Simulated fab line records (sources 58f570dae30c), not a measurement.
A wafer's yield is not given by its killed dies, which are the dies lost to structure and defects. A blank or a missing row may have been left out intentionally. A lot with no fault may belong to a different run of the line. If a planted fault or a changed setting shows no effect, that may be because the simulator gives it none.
fab line records + flow berkeleyCmos170
record
- lots=6
- wafers=18
- lastDay=13
route steps=331 shown START@1 ZERO@6
lots with no fault: from the same line, run without faults
startH: start of the lot's first displayed wafer, in hours after the record's first day + waitH: hours since the lot's step before + " repeats the value in the row above + L1.1+2: several wafers, shown together as one row + - no value present, or no start provided + * or withheld: withheld + < > ~ a bound
route shown NAME@n: names a module that has steps shown in the file, with the first one's number in the route + usual: average and standard deviation across the fault-free wafers + same: alike in all rows + chamber/n: place in a boat + sites: readings site by site + _std_site: how widely they spread, as a standard deviation + _edge_site: inner sites' mean taken away from outer sites' mean + radiusMm: how far each site lies from the wafer's centre + mask NAME#n: copy n + behind: the most recent tool/chamber to have shaped the wafer + hold: the reason the lot was held/the length of the hold in hours/how it ended + device: names the non-switching transistor (n, p or np) + end of line: tests of these same wafers at the route's end + a step without rows: its recipe alone + killed: dies lost to structure and defects at the first sort, not the wafer's yield + map: per-die view of a wafer (x killed, . not killed, _ where there is no die)
set.NAME: the run value of the setting; set.NAME@STEP: its run value at that earlier step + model.NAME: the simulator's own value behind a step, which no gauge read
a table for each step, a row for each wafer; lots at some steps of the route
## steps
# step UCB170_START_BOW_MEAS_00
# recipe
- mode=bow
# usual
- INCOMING_BOW=0/6.3
| lot.wafer | tool         | chamber | startH | waitH | INCOMING_BOW[um] |
|-----------|--------------|---------|--------|-------|------------------|
| L335.2    | filmMetro-02 | -       | 35.02  | -     | -2               |
| L335.4    | "            | -       | "      | "     | -3               |
| L335.6    | "            | -       | "      | "     | -2               |
| L340.1    | filmMetro-02 | -       | 60.00  | -     | -5               |
| L340.2    | "            | -       | "      | "     | 0                |
| L340.5    | "            | -       | "      | "     | 7                |
| L343.3    | filmMetro-04 | -       | 75.04  | -     | -7               |
| L343.4    | "            | -       | "      | "     | -2               |
| L343.5    | "            | -       | "      | "     | 10               |
| L350.2    | filmMetro-03 | -       | 110.02 | -     | 2                |
| L350.4    | "            | -       | "      | "     | 5                |
| L350.5    | "            | -       | "      | "     | 7                |
| L351.1    | filmMetro-02 | -       | 115.00 | -     | -2               |
| L351.2    | "            | -       | "      | "     | 4                |
| L351.5    | "            | -       | "      | "     | 2                |
| L353.1    | filmMetro-02 | -       | 125.00 | -     | -3               |
| L353.2    | "            | -       | "      | "     | 4                |
| L353.5    | "            | -       | "      | "     | -7               |
# step UCB170_START_CLEAN_01
# recipe
- chemistry=dHF
- dilution=25:1
- timeS=60
# step UCB170_START_OXIDATION_02
# recipe
- tempC=950
- ambient=O2
- targetThkA=200
- oxTimeS=1746
# step UCB170_START_THK_MEAS_03
# recipe
- reads=SiO2_of_START_OXIDATION_02
# usual
- START_OXIDE_THK=19.7/0.34
| lot.wafer | tool         | chamber | startH | waitH | START_OXIDE_THK[nm] |
|-----------|--------------|---------|--------|-------|---------------------|
| L335.2    | filmMetro-04 | -       | 41.21  | 0.0   | 20.2                |
| L335.4    | "            | -       | "      | "     | 20.2                |
| L335.6    | "            | -       | "      | "     | 20.4                |
| L340.1    | filmMetro-02 | -       | 65.35  | 0.0   | 20.1                |
| L340.2    | "            | -       | "      | "     | 20.5                |
| L340.5    | "            | -       | "      | "     | 19.9                |
| L343.3    | filmMetro-04 | -       | 81.69  | 0.0   | 19.5                |
| L343.4    | "            | -       | "      | "     | 19.4                |
| L343.5    | "            | -       | "      | "     | 20.0                |
| L350.2    | filmMetro-04 | -       | 114.69 | 0.0   | 19.6                |
| L350.4    | "            | -       | "      | "     | 19.6                |
| L350.5    | "            | -       | "      | "     | 20.3                |
| L351.1    | filmMetro-04 | -       | 122.27 | 0.0   | 19.8                |
| L351.2    | "            | -       | "      | "     | 19.7                |
| L351.5    | "            | -       | "      | "     | 19.5                |
| L353.1    | filmMetro-02 | -       | 130.28 | 0.0   | 19.5                |
| L353.2    | "            | -       | "      | "     | 19.7                |
| L353.5    | "            | -       | "      | "     | 19.5                |
# step UCB170_START_ANNEAL_04
# recipe
- tempC=950
- timeS=1200
- ambient=N2
# step UCB170_ZERO_HMDS_00
# recipe
- primeTimeS=60
- primeTempC=100
# step UCB170_ZERO_COAT_01
# recipe
- resist=KrF
- spinRpm=1500
- resistThkNm=900
# step UCB170_ZERO_SOFTBAKE_02
# recipe
- resist=KrF
- tempC=130
- timeS=60
# usual
- chillPlateTempC=22.99/0.12
- runLengthS=89.19/0.15
| lot.wafer | tool          | chamber | startH | waitH | chillPlateTempC | runLengthS |
|-----------|---------------|---------|--------|-------|-----------------|------------|
| L335.2    | lithoTrack-02 | 0       | 44.18  | 0.1   | 22.85           | 88.94      |
| L335.4    | "             | 0       | "      | "     | 23.02           | 89.23      |
| L335.6    | "             | 0       | "      | "     | 23.15           | 88.95      |
| L340.1    | lithoTrack-02 | 0       | 69.08  | 0.1   | 22.88           | 89.18      |
| L340.2    | "             | 0       | "      | "     | 23.03           | 89.07      |
| L340.5    | "             | 0       | "      | "     | 23.01           | 88.96      |
| L343.3    | lithoTrack-04 | 0       | 89.65  | 0.1   | 22.86           | 89.15      |
| L343.4    | "             | 0       | "      | "     | 22.88           | 89.06      |
| L343.5    | "             | 0       | "      | "     | 22.88           | 89.16      |
| L350.2    | lithoTrack-04 | 0       | 122.49 | 0.1   | 23.08           | 102.56     |
| L350.4    | "             | 0       | "      | "     | 22.96           | 102.36     |
| L350.5    | "             | 0       | "      | "     | 23.16           | 102.64     |
| L351.1    | lithoTrack-04 | 0       | 127.73 | 0.1   | 23.12           | 102.70     |
| L351.2    | "             | 0       | "      | "     | 23.06           | 102.31     |
| L351.5    | "             | 0       | "      | "     | 23.05           | 102.43     |
| L353.1    | lithoTrack-03 | 0       | 135.44 | 0.1   | 22.98           | 89.47      |
| L353.2    | "             | 0       | "      | "     | 22.93           | 89.47      |
| L353.5    | "             | 0       | "      | "     | 22.77           | 89.65      |
# step UCB170_ZERO_EXPOSE_03
# recipe
- maskId=PM_MARKS
- na=0.5
- sigmaOuter=0.6
- sourceShape=conventional
- targetCdNm=4000
- doseMj=30
## key
firstSign
- step=UCB170_ZERO_SOFTBAKE_02
- reading=runLengthS
- direction=up
- sigmas=91
- usual=*
- struck=*
effect none on later readings
metAt UCB170_ZERO_SOFTBAKE_02
struckWafers L350.2,L350.4,L350.5,L351.1,L351.2,L351.5
sortLeftOut L350.2,L350.4,L350.5
testerLeftOut L350,L351
onsetBetween 89.65 122.49
fault
- kind=processParameterDrift
- tool=lithoTrack-04
- chamber=-
- onsetH=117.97
- steps=UCB170_ZERO_SOFTBAKE_02
- channel=timeS
- offset=*
- shape=step
- endH=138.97
- actsIn=*
- stated=*
# testerLeftOut: of these lots the tester's yield and bins aren't shown, on N5 and GAA mostly nor the transistor test; their killed dies are dies lost to structure and defects alone, not to doping, threshold or leakage, so they don't give the yield
# sortLeftOut: the simulated sort isn't trusted on such a fault, so these wafers' sort isn't shown, and their yield isn't known
